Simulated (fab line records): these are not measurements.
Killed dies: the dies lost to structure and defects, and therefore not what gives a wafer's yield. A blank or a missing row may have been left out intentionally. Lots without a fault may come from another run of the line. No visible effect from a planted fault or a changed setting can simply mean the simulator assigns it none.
Code-filled problem report in 8D (eight disciplines) form || flow ritCmos || the parts of the form that need people (team, actions taken, sign-off) are left out

1. THE ISSUE
Wafers free of any fault read 476 (standard deviation 4.7) for PRETRO_TW at RIT_PRETRO_TW_MEAS_10, against a mean of 544 on 6 wafers of 2 lots. That is +14 standard deviations from the usual mean.
Earliest sighting: wafer L388.3 on filmMetro-01 at day 6 08:56. The record holds 42 wafers of 14 lots with a number at this step. Rule for "out" (also "out of limits"): further than 4 standard deviations from the usual mean. The rest of the wafers with a number are treated as sound.

2. WHAT IT IS AND WHAT IT IS NOT
{"question": "which readings at this step", "is": "PRETRO_TW", "is not": "-"}
{"question": "which lots", "is": "L388, L390", "is not": "L370, L371, L372, L373, L374, L375, L377, L380, L387, L391, L392, L393"}
{"question": "which wafers of those lots", "is": "all that have a number", "is not": "-"}
{"question": "read on which gauges", "is": "filmMetro-01", "is not": "filmMetro-03, filmMetro-04"}
{"question": "when", "is": "from day 6 08:56", "is not": "up to then (27 sound wafers); but 9 sound wafers of L391, L392, L393 came after"}

3. WHAT RULES OUT EACH SUSPECT
Counting: any tool at a process step up to the reading is kept as a suspect provided that every lot that is out went through it and no sound lot did after the first of them.
- the gauge at RIT_PRETRO_TW_MEAS_10 has been ruled out. All the wafers that are out were read on filmMetro-01, but those of them that RIT_PRETRO_IMPLANT_08 has rows for are out there too, on other tools.
- implanter-01 at RIT_PRETRO_IMPLANT_08: kept. All lots that are out passed through it, beginning with L388 at day 6 08:38, and no sound lot followed; its final sound lot before that point was L380 at day 4 13:42. Its own readings are out on those wafers: doseIonsCm2, faradayCurrentUA.
Left after counting: implanter-01 at RIT_PRETRO_IMPLANT_08.

4. THE CAUSE (what the simulator had put in)
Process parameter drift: implanter-01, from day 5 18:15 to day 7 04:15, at RIT_PRETRO_IMPLANT_08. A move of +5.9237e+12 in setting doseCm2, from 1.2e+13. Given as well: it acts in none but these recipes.
This tool alone remained once counting was done.

5. THE EFFECT CHAIN, in route order
One row per reading whose mean, taken over the struck wafers that have a number, lies over 3 standard deviations from the usual. Only readings for which the record gives a usual standard deviation are gone through. hours: the time from each lot's start at the first step in this table that gives one to its start at this step, as a median over the lots. sigmas: the change in usual standard deviations.
{"hours": 0, "step": "RIT_PRETRO_IMPLANT_08", "reading": "doseIonsCm2", "usual": 1.2e+13, "on struck wafers": 1.8e+13, "change": "+5.9e+12", "sigmas": "+99 or more"}
{"hours": 0, "step": "RIT_PRETRO_IMPLANT_08", "reading": "faradayCurrentUA", "usual": 38.0, "on struck wafers": 57.1, "change": "+19.1", "sigmas": "+26"}
{"hours": 0, "step": "RIT_PRETRO_TW_MEAS_10", "reading": "PRETRO_TW", "usual": 476, "on struck wafers": 544, "change": "+68", "sigmas": "+14"}
Process steps it contains:
- RIT_PRETRO_IMPLANT_08

6. WHAT WOULD HAVE CAUGHT IT SOONER
In this record the first reading out of limits at a measuring or inspecting step was taken at day 6 08:56, 15 hours after the fault began at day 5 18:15.
Tool's own readings at RIT_PRETRO_IMPLANT_08, doseIonsCm2, faradayCurrentUA: out on all struck wafers the step has rows for; an alarm limit on them would have tripped on the first.
L390, from the lots that are out (2), started RIT_PRETRO_IMPLANT_08 on implanter-01 later than day 6 08:56. Putting the tool on hold at that point would have spared it.
